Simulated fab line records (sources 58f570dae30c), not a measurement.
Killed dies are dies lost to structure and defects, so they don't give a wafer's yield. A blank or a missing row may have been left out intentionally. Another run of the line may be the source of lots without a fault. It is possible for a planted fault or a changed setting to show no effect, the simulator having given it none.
8D (eight disciplines) problem report, filled in by code    flow berkeley_cmos170    the parts of the form that need people (team, actions taken, sign-off) are left out

== 1. THE ISSUE ==
Wafers free of any fault read 14.31 nm (standard deviation 0.24) for SCREENOX_OXIDE_THK at UCB170_SCREENOX_THK_MEAS_02, against a mean of 18.60 nm on 6 wafers of 2 lots. That puts it +18 standard deviations away from the usual mean.
First seen on wafer L502.2, day 7 10:04, on film_metro-02. The record holds 33 wafers of 11 lots with a number at this step. Rule for "out", or "out of limits": more than 4 standard deviations from the usual mean. The other wafers with a number count as sound.

== 2. WHAT IT IS; WHAT IT IS NOT ==
question                     is                      is not
which readings at this step  SCREENOX_OXIDE_THK      -
which lots                   L501, L502              L506, L507, L509, L510, L511, L512, L513, L514, L517
which wafers of those lots   all that have a number  -
read on which gauges         film_metro-02           film_metro-01, film_metro-03
when                         from day 7 10:04        up to then (0 sound wafers); but 27 sound wafers of L506, L507, L509, L510, L511, L512, L513, L514, L517 came after

== 3. WHAT RULES OUT EACH SUSPECT ==
Counting: a tool at a process step up to the reading stays a suspect if it ran every lot that is out and no sound lot after the first of them.
- the gauge at UCB170_SCREENOX_THK_MEAS_02: kept. All the wafers that are out were read on film_metro-02, and no step on other tools shows them out.
Left after counting: film_metro-02 at UCB170_SCREENOX_THK_MEAS_02.

== 4. THE CAUSE (what the simulator had put in) ==
Metrology matching offset: film_metro-02, from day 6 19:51 on, at UCB170_SCREENOX_THK_MEAS_02. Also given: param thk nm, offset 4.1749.
Counting left only this tool.

== 5. THE EFFECT CHAIN, in route order ==
Each row: a reading whose mean over the struck wafers that have a number lies more than 3 standard deviations from the usual. Readings are gone through only where the record gives a usual standard deviation; hours: the median, over the lots, of the time from a lot's start at the first step in this table giving one to that lot's start at this step; sigmas: the change measured in usual standard deviations.
hours  step                         reading             usual     on struck wafers  change  sigmas
0      UCB170_SCREENOX_THK_MEAS_02  SCREENOX_OXIDE_THK  14.31 nm  18.60             +4.29   +18

== 6. HOW IT WOULD HAVE BEEN CAUGHT EARLIER ==
14 hours passed between the start of the fault at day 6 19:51 and the first reading out of limits at a measuring or inspecting step in this record, taken at day 7 10:04.
